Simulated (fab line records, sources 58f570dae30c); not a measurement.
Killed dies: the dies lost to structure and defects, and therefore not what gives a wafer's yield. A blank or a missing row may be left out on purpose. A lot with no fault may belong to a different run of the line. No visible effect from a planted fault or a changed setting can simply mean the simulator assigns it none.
Which tool is to blame?    flow berkeleyCmos170    13 lots with 39 wafers sampled at 4 steps, on a route of 331 steps

== WHAT THE GAUGES SHOWED, per wafer ==
UCB170_V1_BOW_MEAS_03.
lot   measured      on            V1_BOW (um)
L607  day 7 16:15   filmMetro-04  25 24 11
L610  day 8 03:34   filmMetro-03  9 21 19
L609  day 8 13:40   filmMetro-04  15 20 22
L611  day 8 13:40   filmMetro-03  7 6 23
L618  day 9 21:25   filmMetro-04  16 11 14
L619  day 9 21:25   filmMetro-03  18 30 13
L622  day 10 09:12  filmMetro-04  26 38 29
L624  day 10 21:04  filmMetro-02  12 12 14
L623  day 10 21:05  filmMetro-03  20 20 29
L625  day 11 09:55  filmMetro-03  20 27 15
L627  day 11 16:29  filmMetro-04  17 23 15
L629  day 12 10:39  filmMetro-03  24 15 14
L628  day 12 10:57  filmMetro-02  10 18 10

UCB170_V1_CD_MEAS_90: the cd target is 700 nm.
lot   measured      on        cdNm (nm)
L607  day 7 19:25   cdSem-02  700.0 698.6 699.0
L610  day 8 06:07   cdSem-02  702.2 700.3 700.4
L609  day 8 16:25   cdSem-01  701.4 700.2 698.9
L611  day 8 15:41   cdSem-01  702.5 700.3 700.2
L618  day 9 23:31   cdSem-02  702.5 702.9 701.9
L619  day 9 23:15   cdSem-02  701.1 699.6 699.7
L622  day 10 11:08  cdSem-01  700.3 700.5 699.8
L624  day 10 23:52  cdSem-01  701.0 698.8 700.0
L623  day 10 23:38  cdSem-02  700.7 699.8 701.1
L625  day 11 11:34  cdSem-02  700.4 700.4 701.5
L627  day 11 18:58  cdSem-02  699.1 699.1 701.5
L629  day 12 12:37  cdSem-01  699.9 697.6 700.7
L628  day 12 12:44  cdSem-02  700.5 701.0 701.2

== WHAT TOOL EACH LOT RAN ON (gives the tool, then ch and the chambers of the sampled wafers, and finally the start) ==
lot   UCB170_V1_ETCH_14                  UCB170_V1_STRIP_15
L607  rieDiel-02 ch 1,2,3, day 7 19:07   plasmaAsher-04 ch 0,1, day 7 19:17
L610  rieDiel-02 ch 1,2,3, day 8 05:50   plasmaAsher-02 ch 0,1, day 8 06:01
L609  rieDiel-04 ch 0,2,3, day 8 16:05   plasmaAsher-02 ch 0,1, day 8 16:17
L611  rieDiel-02 ch 0,2,3, day 8 15:21   plasmaAsher-02 ch 0,1, day 8 15:34
L618  rieDiel-04 ch 0,3, day 9 23:14     plasmaAsher-01 ch 0,1, day 9 23:25
L619  rieDiel-01 ch 0,3, day 9 22:58     plasmaAsher-02 ch 0,1, day 9 23:09
L622  rieDiel-01 ch 1,2,3, day 10 10:46  plasmaAsher-04 ch 0,1, day 10 10:56
L624  rieDiel-04 ch 0,1,2, day 10 23:34  plasmaAsher-01 ch 0, day 10 23:45
L623  rieDiel-01 ch 1,2, day 10 23:20    plasmaAsher-01 ch 0,1, day 10 23:32
L625  rieDiel-02 ch 0,2,3, day 11 11:17  plasmaAsher-04 ch 0,1, day 11 11:28
L627  rieDiel-04 ch 1,3, day 11 18:41    plasmaAsher-04 ch 0,1, day 11 18:52
L629  rieDiel-01 ch 0,1,3, day 12 12:19  plasmaAsher-02 ch 0,1, day 12 12:29
L628  rieDiel-02 ch 0,2,3, day 12 12:26  plasmaAsher-01 ch 0,1, day 12 12:37
- UCB170_V1_ETCH_14: etches SiO2 in CHF3/CF4/Ar, stops on Al, target depth 1250 nm, time 291 s.
- UCB170_V1_STRIP_15: strips in O2.

== WHAT THE TOOLS THEMSELVES READ (means of the sampled wafers that have a number; where no wafer has one, the mark that the record gives instead) ==
UCB170_V1_ETCH_14.
lot   tool        CHF3_flow_sccm (sccm)  chamberPressureMTorr (mTorr)  drypumpMotorCurrentA (A)  oesProductAu (a.u.)  throttleValvePct (%)
L607  rieDiel-02  44.84                  199.82                        6.3                       0.866                6.99
L610  rieDiel-02  45.00                  200.11                        6.3                       0.872                6.98
L609  rieDiel-04  44.99                  199.86                        5.5                       0.862                6.87
L611  rieDiel-02  44.91                  199.97                        6.2                       0.863                6.98
L618  rieDiel-04  45.09                  199.71                        5.7                       0.870                6.91
L619  rieDiel-01  45.16                  200.07                        5.8                       0.877                6.73
L622  rieDiel-01  45.07                  200.01                        6.1                       0.885                6.89
L624  rieDiel-04  44.90                  199.70                        5.5                       0.875                6.89
L623  rieDiel-01  44.96                  199.91                        6.3                       0.893                6.97
L625  rieDiel-02  45.06                  199.99                        6.2                       0.860                6.97
L627  rieDiel-04  45.03                  199.91                        5.3                       0.882                6.97
L629  rieDiel-01  45.00                  200.14                        6.0                       0.885                6.84
L628  rieDiel-02  45.07                  200.16                        6.1                       0.863                6.97

UCB170_V1_STRIP_15.
lot   tool            chamberPressureMTorr (mTorr)  drypumpMotorCurrentA (A)  oesProductAu (a.u.)  stripTimeToEndpointS (s)
L607  plasmaAsher-04  3498                          6.0                       0.719                15.30
L610  plasmaAsher-02  3500                          5.7                       0.724                15.31
L609  plasmaAsher-02  3500                          5.8                       0.723                15.26
L611  plasmaAsher-02  3501                          5.8                       0.724                14.84
L618  plasmaAsher-01  3495                          5.2                       0.720                15.46
L619  plasmaAsher-02  3498                          5.7                       0.725                15.38
L622  plasmaAsher-04  3499                          6.0                       0.722                15.48
L624  plasmaAsher-01  3501                          5.3                       0.723                15.32
L623  plasmaAsher-01  3499                          5.1                       0.725                15.32
L625  plasmaAsher-04  3500                          6.0                       0.722                15.35
L627  plasmaAsher-04  3501                          6.0                       0.725                15.50
L629  plasmaAsher-02  3500                          5.8                       0.721                15.29
L628  plasmaAsher-01  3502                          5.1                       0.724                15.40

== THE ANSWER, worked out from the rows above alone ==
Rule: what is usual is taken from the lots themselves. The widest of any qualifying gaps counts: lots, ordered by their means at a reading, are off when they make up no more than a third of the lots, leave a main group of 4 or more, and stand apart from it by 3 or more times the standard deviation of that group's means. Not used: any main group whose means are identical at the precision the tables above print for the reading. A lot without any number at a reading at which 4 lots or more have one is off too. All remaining lots with rows at the step are treated as sound. First the gauges in route order, then the tools' own readings, where a lot's mean is used as printed above. At the first step where some lot is off, the reading lying furthest off is the one used; lots without a number count as furthest.
Off at UCB170_V1_STRIP_15 (stripTimeToEndpointS): L611. The main group: mean 15.36 s, standard deviation 0.076.
If a tool, at that step or one of the process steps before it, ran each lot that is off and ran no sound lot following the first of them, it fits. None of those tried fits.

== WHAT WAS PUT IN BY THE SIMULATOR ==
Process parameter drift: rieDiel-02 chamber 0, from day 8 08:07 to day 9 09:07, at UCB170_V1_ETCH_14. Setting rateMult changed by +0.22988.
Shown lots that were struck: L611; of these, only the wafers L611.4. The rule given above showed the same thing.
